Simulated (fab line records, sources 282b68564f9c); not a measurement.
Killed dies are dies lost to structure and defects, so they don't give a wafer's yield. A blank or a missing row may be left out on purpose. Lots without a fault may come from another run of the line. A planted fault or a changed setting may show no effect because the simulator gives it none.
Problem report in the 8D (eight disciplines) form, filled by code | flow rit_cmos | the parts of the form that need people (team, actions taken, sign-off) are left out

1. THE PROBLEM
M1_OVL at RIT_M1_OVL_MEAS_10 reads a mean of 357.7 nm on 9 wafers of 3 lots; wafers without a fault read -0.9 nm with a standard deviation of 1.5. That is +99 or more standard deviations from the usual mean.
First seen on wafer L992.2, day 6 01:10, on overlay-02. The record holds 45 wafers of 15 lots with a number at this step. Rule for "out", or "out of limits": more than 4 standard deviations from the usual mean. The other wafers with a number count as sound.

2. WHAT IT IS AND WHAT IT IS NOT
question                    | is                     | is not
which readings at this step | M1_OVL                 | -
which lots                  | L992, L993, L995       | L103, L980, L981, L982, L983, L984, L985, L986, L987, L988, L996, L999
which wafers of those lots  | all that have a number | -
read on which gauges        | overlay-02             | overlay-01
when                        | from day 6 01:10       | up to then (27 sound wafers); but 9 sound wafers of L103, L996, L999 came after

3. SUSPECTS, AND WHAT RULES EACH OUT
Counting: a tool at a process step up to the reading stays a suspect if it ran every lot that is out and no sound lot after the first of them.
- the gauge at RIT_M1_OVL_MEAS_10: kept. All the wafers that are out were read on overlay-02, and no step on other tools shows them out.
- iline_stepper-01 at RIT_M1_EXPOSE_06 (exposes mask M12, target cd 2600 nm): kept. It ran every lot that is out, first L992 (day 6 00:38), and no sound lot after that; its last sound lot up to then is L988 (day 5 03:49).
Left after counting: iline_stepper-01 at RIT_M1_EXPOSE_06, overlay-02 at RIT_M1_OVL_MEAS_10.

4. THE CAUSE (what the simulator had put in)
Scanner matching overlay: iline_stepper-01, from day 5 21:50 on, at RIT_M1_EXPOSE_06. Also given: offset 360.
Counting left 2 suspects, and this tool is among them.

5. THE CHAIN OF EFFECTS, in route order
Each row: a reading whose mean over the struck wafers that have a number lies more than 3 standard deviations from the usual. Only readings for which the record gives a usual standard deviation are gone through. hours: the time from each lot's start at the first step in this table that gives one to its start at this step, as a median over the lots. sigmas: the change in usual standard deviations.
hours | step               | reading | usual   | on struck wafers | change | sigmas
0     | RIT_M1_OVL_MEAS_10 | M1_OVL  | -0.9 nm | 357.7            | +358.6 | +99 or more

6. WHAT WOULD HAVE CAUGHT IT SOONER
In this record the first reading out of limits at a measuring or inspecting step was taken at day 6 01:10, 3 hours after the fault began at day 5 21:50.
Of the lots that are out (3), L993, L995 began RIT_M1_EXPOSE_06 on iline_stepper-01 after day 6 01:10. A hold on the tool at that time would have spared those 2.
